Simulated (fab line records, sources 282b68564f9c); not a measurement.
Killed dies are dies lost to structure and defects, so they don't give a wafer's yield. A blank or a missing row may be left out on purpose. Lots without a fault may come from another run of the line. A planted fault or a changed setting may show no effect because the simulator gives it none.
A struck lot beside a sound one | flow rit_cmos | 14 steps out of a route of 202
Sound: wafers L188.3, L188.4, L188.5. Struck: wafers L178.2, L178.3, L178.5. The cause comes at the end.
At each step with rows: each side's tool, then ch and its chambers, then its first start. Under that, the readings that differ: sound wafers | struck wafers | difference of the means | sigmas: that difference in standard deviations of wafers without a fault.
alike: readings whose means differ by less than 2 such deviations, and words and numbers that are the same on both sides. not compared: withheld readings, readings that some wafer has no value for, bounds like >300 that may hide the same value, and numbers for which the record gives no deviation and whose values overlap.
The two part at a step that has a row with sigmas, a row that says differs or no value, or rows on one side only. Numbers that don't overlap but have no deviation are shown without sigmas and don't part them. A reading that every wafer of one side lacks parts them only if that side has two wafers or more.

first, 3 steps without rows for these wafers: RIT_NLDD_EXPOSE_03 (exposes mask M7, target cd 40700 nm); RIT_NLDD_PEB_04; RIT_NLDD_DEVELOP_05 (develop time 50 s).
RIT_NLDD_OVL_MEAS_06:
  sound on overlay-02, day 6 13:10; struck on overlay-02, day 4 15:28
  alike: NLDD_OVL
then, 2 steps without rows for these wafers: RIT_NLDD_HARDBAKE_07 (time 60 s); RIT_NLDD_IMPLANT_08.
RIT_NLDD_STRIP_09: strips in O2, time 180 s.
  sound on plasma_asher-01 ch 0,1, day 6 13:34; struck on plasma_asher-04 ch 0,1, day 4 15:48
  alike: drypump_motor_current_A
  not compared: rf_hours_counter_h
RIT_NLDD_TW_MEAS_10:
  sound on film_metro-01, day 6 13:41; struck on film_metro-01, day 4 15:59
  alike: NLDD_TW
then, 4 steps without rows for these wafers: RIT_PLDD_HMDS_00 (prime time 60 s); RIT_PLDD_COAT_01 (resist thk 1000 nm); RIT_PLDD_SOFTBAKE_02 (time 60 s); RIT_PLDD_EXPOSE_03 (exposes mask M8, target cd 40900 nm).
RIT_PLDD_PEB_04:
  sound on litho_track-02 ch 0, day 6 14:21; struck on litho_track-02, day 4 16:38
  reading         | sound          | struck | difference                    | sigmas
  exhaust_pa (Pa) | 45.3 46.9 47.1 | - - -  | no value on the struck wafers |
  not compared: chill_plate_temp_C
then, 1 step without rows for these wafers: RIT_PLDD_DEVELOP_05 (develop time 50 s).

WHERE THEY PART
Only at RIT_PLDD_PEB_04, within this record.

WHY: what the simulator had put in
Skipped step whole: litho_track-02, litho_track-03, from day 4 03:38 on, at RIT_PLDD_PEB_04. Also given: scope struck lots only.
